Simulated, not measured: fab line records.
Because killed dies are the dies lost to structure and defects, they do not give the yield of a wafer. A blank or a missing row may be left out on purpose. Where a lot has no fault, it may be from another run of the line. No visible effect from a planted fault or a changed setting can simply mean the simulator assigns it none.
Code-filled problem report in 8D (eight disciplines) form -- flow rit cmos -- the parts of the form that need people (team, actions taken, sign-off) are left out

1. WHAT WENT WRONG
Across 6 wafers from 2 lots, SILICIDE_TI_RS at RIT_SILICIDE_RS_MEAS_02 averages 71.3 ohm/sq, while fault-free wafers read 44.5 ohm/sq with a standard deviation of 0.55. Measured from the usual mean, that is +49 standard deviations.
The step: measures by four-point-probe.
First seen on wafer L704.1, day 7 01:45, on film metro-02. At this step, 42 wafers from 14 lots have a number in the record. The rule behind "out" and "out of limits": a value lying over 4 standard deviations away from the usual mean. The other wafers with a number count as sound.

2. WHAT THIS IS AND IS NOT
question,is,is not
which readings at this step,SILICIDE_TI_RS,-
which lots,"L704, L706","L687, L689, L690, L692, L693, L694, L695, L696, L697, L699, L700, L701"
which wafers of those lots,all that have a number,-
read on which gauges,"film metro-02, film metro-03",film metro-01
when,from day 7 01:45,up to then (36 sound wafers)

3. SUSPECTS, AND WHAT RULES EACH OUT
Counting: a tool at a process step up to the reading stays a suspect if it ran every lot that is out and no sound lot after the first of them.
- the gauge at RIT_SILICIDE_RS_MEAS_02 is ruled out. The wafers that are out were read on 2 gauges (film metro-02, film metro-03).
- pvd sputter-01 at RIT_SILICIDE_SPUTTER_01 (material Ti, target thk 30 nm, time 240 s): kept. It ran every lot that is out, first L704 (day 7 01:36), and no sound lot after that; its last sound lot up to then is L700 (day 6 00:45).
Remaining after the count: pvd sputter-01 at RIT_SILICIDE_SPUTTER_01.

4. THE CAUSE (what the simulator had put in)
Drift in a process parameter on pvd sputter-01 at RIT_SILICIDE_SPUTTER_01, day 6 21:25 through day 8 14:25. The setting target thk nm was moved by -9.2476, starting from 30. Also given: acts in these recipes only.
The count eliminated every tool but this one.

5. THE CHAIN OF EFFECTS, in route order
One row per reading whose mean, taken over the struck wafers that have a number, lies over 3 standard deviations from the usual. Readings are gone through only where the record gives a usual standard deviation; hours: the median, over the lots, of the time from a lot's start at the first step in this table giving one to that lot's start at this step; sigmas: the change measured in usual standard deviations.
hours,step,reading,usual,on struck wafers,change,sigmas
0,RIT_SILICIDE_RS_MEAS_02,SILICIDE_TI_RS,44.5 ohm/sq,71.3,+26.8,+49
0,RIT_SILICIDE_THK_MEAS_03,SILICIDE_TI_THK,30.4 nm,20.9,-9.5,-29

6. HOW IT WOULD HAVE BEEN CAUGHT EARLIER
In this record the first reading out of limits at a measuring or inspecting step was taken at day 7 01:45, 4 hours after the fault began at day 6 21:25.
Of the tool readings at RIT_SILICIDE_SPUTTER_01 for which the record gives a usual standard deviation, none was out on any struck wafer, so an alarm limit of 4 standard deviations on them would not have fired.
Of the lots that are out (2), L706 began RIT_SILICIDE_SPUTTER_01 on pvd sputter-01 after day 7 01:45. A hold on the tool at that time would have spared it.
